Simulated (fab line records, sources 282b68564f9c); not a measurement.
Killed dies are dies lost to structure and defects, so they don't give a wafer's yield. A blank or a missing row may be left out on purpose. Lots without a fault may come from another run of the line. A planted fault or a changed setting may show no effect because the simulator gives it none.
A struck lot beside a sound one | flow rit_cmos | 27 steps out of a route of 202
Sound: wafers L666.4, L666.5, L666.6. Struck: wafers L669.1, L669.3, L669.5. The cause comes at the end.
At each step with rows: each side's tool, then ch and its chambers, then its first start. Under that, the readings that differ: sound wafers | struck wafers | difference of the means | sigmas: that difference in standard deviations of wafers without a fault.
alike: readings whose means differ by less than 2 such deviations, and words and numbers that are the same on both sides. not compared: withheld readings, readings that some wafer has no value for, bounds like >300 that may hide the same value, and numbers for which the record gives no deviation and whose values overlap.
The two part at a step that has a row with sigmas, a row that says differs or no value, or rows on one side only. Numbers that don't overlap but have no deviation are shown without sigmas and don't part them. A reading that every wafer of one side lacks parts them only if that side has two wafers or more.

RIT_ACTIVE_BOW_MEAS_00:
  sound on film_metro-02, day 4 08:04; struck on film_metro-04, day 4 23:00
  alike: INCOMING_BOW
then, 1 step without rows for these wafers: RIT_ACTIVE_OXIDATION_01 (target thk 46.8 nm, ox time 3360 s).
RIT_ACTIVE_THK_MEAS_02:
  sound on film_metro-03, day 4 10:05; struck on film_metro-03, day 5 01:16
  alike: ACTIVE_OXIDE_THK
RIT_ACTIVE_CVD_03: deposits Si3N4 from SiH2Cl2/NH3, target thk 150 nm, time 1500 s.
  sound on lpcvd-02 ch 0, day 4 10:07; struck on lpcvd-02 ch 0, day 5 01:20
  reading                                  | sound           | struck            | difference | sigmas
  model.Si3N4_of_ACTIVE_CVD_03.thk_nm (nm) | 149.6 151 151.7 | 115.4 114.8 116.2 | -35.3      |
  alike: spike_tc_load_C, spike_tc_source_C
RIT_ACTIVE_THK_MEAS_04:
  sound on film_metro-04, day 4 11:34; struck on film_metro-03, day 5 02:45
  reading                 | sound             | struck            | difference | sigmas
  ACTIVE_NITRIDE_THK (nm) | 149.7 151.0 151.8 | 115.3 114.7 116.2 | -35.4      | -27
then, 6 steps without rows for these wafers: RIT_ACTIVE_HMDS_05 (prime time 60 s); RIT_ACTIVE_COAT_06 (resist thk 1000 nm); RIT_ACTIVE_SOFTBAKE_07 (time 60 s); RIT_ACTIVE_EXPOSE_08 (exposes mask M1, target cd 1400 nm); RIT_ACTIVE_PEB_09; RIT_ACTIVE_DEVELOP_10 (develop time 50 s).
RIT_ACTIVE_CD_MEAS_11: target cd 1400 nm.
  sound on cd_sem-01, day 4 12:30; struck on cd_sem-01, day 5 03:40
  alike: cd_nm
then, 1 step without rows for these wafers: RIT_ACTIVE_HARDBAKE_12 (time 60 s).
RIT_ACTIVE_ETCH_13: etches Si3N4 in SF6, stops on SiO2, time 201.2 s, target depth 210 nm.
  sound on rie_diel-01 ch 1,2, day 4 12:43; struck on rie_diel-01 ch 0,1,3, day 5 03:56
  reading                            | sound             | struck            | difference | sigmas
  oes_product_au (a.u.)              | 0.848 0.854 0.841 | 0.726 0.726 0.742 | -0.116     | -11
  model.etch.depth_nm (nm)           | 149.6 151 151.7   | 115.4 114.8 116.2 | -35.3      |
  model.ACTIVE.feature_depth_nm (nm) | 149.6 151 151.7   | 115.4 114.8 116.2 | -35.3      |
  alike: drypump_motor_current_A, throttle_valve_pct
  not compared: rf_hours_counter_h
RIT_ACTIVE_STRIP_14: strips in O2, time 180 s.
  sound on plasma_asher-04 ch 0,1, day 4 12:54; struck on plasma_asher-04 ch 0,1, day 5 04:04
  alike: drypump_motor_current_A
  not compared: rf_hours_counter_h
RIT_ACTIVE_CD_MEAS_90: target cd 1400 nm.
  sound on cd_sem-01, day 4 13:05; struck on cd_sem-02, day 5 04:14
  alike: cd_nm
then, 4 steps without rows for these wafers: RIT_ACTIVE_CLEAN_15 (cleans in SC1, time 600 s); RIT_ACTIVE_CLEAN_16 (cleans in dHF, time 30 s); RIT_ACTIVE_CLEAN_17 (cleans in SC2, time 600 s); RIT_FOX1_OXIDATION_00 (target thk 350.7 nm, ox time 1130 s).
RIT_FOX1_THK_MEAS_01:
  sound on film_metro-02, day 4 15:54; struck on film_metro-03, day 5 07:08
  alike: FOX1_OXIDE_THK
then, 2 steps without rows for these wafers: RIT_FOX1_WET_ETCH_02 (etches SiO2 in BOE, target depth 350 nm, time 390 s); RIT_FOX2_OXIDATION_00 (target thk 350.7 nm, ox time 1130 s).
RIT_FOX2_THK_MEAS_01:
  sound on film_metro-01, day 4 17:28; struck on film_metro-04, day 5 08:38
  alike: FOX2_OXIDE_THK
RIT_FOX2_CLEAN_02: cleans in dHF, time 180 s.
  sound on wet_bench-03 ch 1, day 4 17:29; struck on wet_bench-04 ch 3, day 5 08:41
  reading                                  | sound             | struck            | difference | sigmas
  model.Si3N4_of_ACTIVE_CVD_03.thk_nm (nm) | 130.3 131.8 132.5 | 96.22 95.64 97.03 | -35.24     |
then, 1 step without rows for these wafers: RIT_FOX2_WET_ETCH_03 (etches Si3N4 in H3PO4, target depth 195 nm, time 2700 s).
RIT_M1_PROBE_99:
  sound on prober-01, day 6 08:33; struck on prober-02, day 7 04:10
  reading                             | sound             | struck            | difference | sigmas
  model.etest.pldd.width_nm (nm)      | 3181 3183 3177    | 3134 3116 3104    | -62        |
  model.etest.nldd.width_nm (nm)      | 3177 3180 3164    | 3109 3119 3107    | -62        |
  model.etest.pplus_sal.width_nm (nm) | 3449 3437 3446    | 3401 3399 3380    | -51        |
  model.etest.nplus_sal.width_nm (nm) | 3452 3449 3439    | 3408 3377 3387    | -56        |
  model.etest.nmos_narrow.drive_ua_um | 226.9 221.2 222.7 | 210.6 205.9 204.8 | -16.5      |
  alike: killed_at_front_end, killed_dies, killed_open, killed_short

WHERE THEY PART
First at RIT_ACTIVE_THK_MEAS_04; last, within this record, at RIT_ACTIVE_ETCH_13. Later steps at which nothing parts them and some readings are alike: RIT_ACTIVE_STRIP_14, RIT_ACTIVE_CD_MEAS_90, RIT_FOX1_THK_MEAS_01, RIT_FOX2_THK_MEAS_01, RIT_M1_PROBE_99.

WHY: what the simulator had put in
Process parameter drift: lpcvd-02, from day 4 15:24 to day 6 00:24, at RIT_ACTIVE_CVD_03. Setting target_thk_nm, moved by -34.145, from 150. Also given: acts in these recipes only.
